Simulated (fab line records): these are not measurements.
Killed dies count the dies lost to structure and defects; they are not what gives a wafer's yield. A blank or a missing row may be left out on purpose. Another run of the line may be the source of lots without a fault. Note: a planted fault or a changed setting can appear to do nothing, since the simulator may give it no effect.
The same fault as seen by 2 desks || flow berkeley_cmos170 || each desk holds nothing but its own numbers, with what lay behind them at the end

== METROLOGY DESK ==
Lot by lot, what the gauges showed, no matter which tool ran the lot: averages of those sampled wafers that carry a number. A lot is out of limits, marked OUT, if its mean lies more than 4 standard deviations from the usual mean; the brackets give that distance.
Columns: A = cd_nm at UCB170_M3_CD_MEAS_15, usual 700.3 nm; B = M3_OVL at UCB170_M3_OVL_MEAS_16, usual 1 nm; C = cd_nm at UCB170_M3_CD_MEAS_90, usual 700 nm; D = M3_BOW at UCB170_M3_BOW_MEAS_20, usual 36 um
{"lot": "L174", "first seen here": "day 9 15:27", "A": 700.8, "B": 11, "C": 696, "D": 35}
{"lot": "L179", "first seen here": "day 11 02:59", "A": 701.7, "B": -1, "C": 698, "D": 31}
{"lot": "L184", "first seen here": "day 12 13:01", "A": 699.0, "B": -1, "C": 704, "D": 39}
{"lot": "L188", "first seen here": "day 12 19:58", "A": 699.1, "B": 3, "C": 701, "D": 34}
{"lot": "L186", "first seen here": "day 12 20:17", "A": 702.2, "B": -4, "C": 698, "D": 31}
This desk's verdict: no lot among the 5 shows anything out of limits.

== AT THE TOOL OWNER'S DESK: rie_diel-03 ==
The tool's own readings at UCB170_M3_ETCH_17 (etches BARC in N2/H2): means of the sampled wafers that have a number, for each lot that ran on this tool. A lot is out of limits, marked OUT, if its mean lies more than 4 standard deviations from the usual mean; the brackets give that distance.
Columns: A = drypump_motor_current_A at UCB170_M3_ETCH_17, usual 5.9 A; B = oes_product_au at UCB170_M3_ETCH_17, usual 1.004 a.u.; C = throttle_valve_pct at UCB170_M3_ETCH_17, usual 13.26 %
{"lot": "L174", "first seen here": "day 9 15:35", "A": 6.1, "B": 1.006, "C": 13.23}
{"lot": "L179", "first seen here": "day 11 03:06", "A": 6.3, "B": 1.028, "C": 13.20}
{"lot": "L186", "first seen here": "day 12 20:23", "A": 6.7, "B": 1.028, "C": 13.12}
This desk's verdict: no lot among the 3 shows anything out of limits.

== ALL TOGETHER ==
From the metrology desk's view, nothing was out of limits.
The tool owner's desk saw nothing out of limits.

== WHAT THE SIMULATOR HAD INSERTED ==
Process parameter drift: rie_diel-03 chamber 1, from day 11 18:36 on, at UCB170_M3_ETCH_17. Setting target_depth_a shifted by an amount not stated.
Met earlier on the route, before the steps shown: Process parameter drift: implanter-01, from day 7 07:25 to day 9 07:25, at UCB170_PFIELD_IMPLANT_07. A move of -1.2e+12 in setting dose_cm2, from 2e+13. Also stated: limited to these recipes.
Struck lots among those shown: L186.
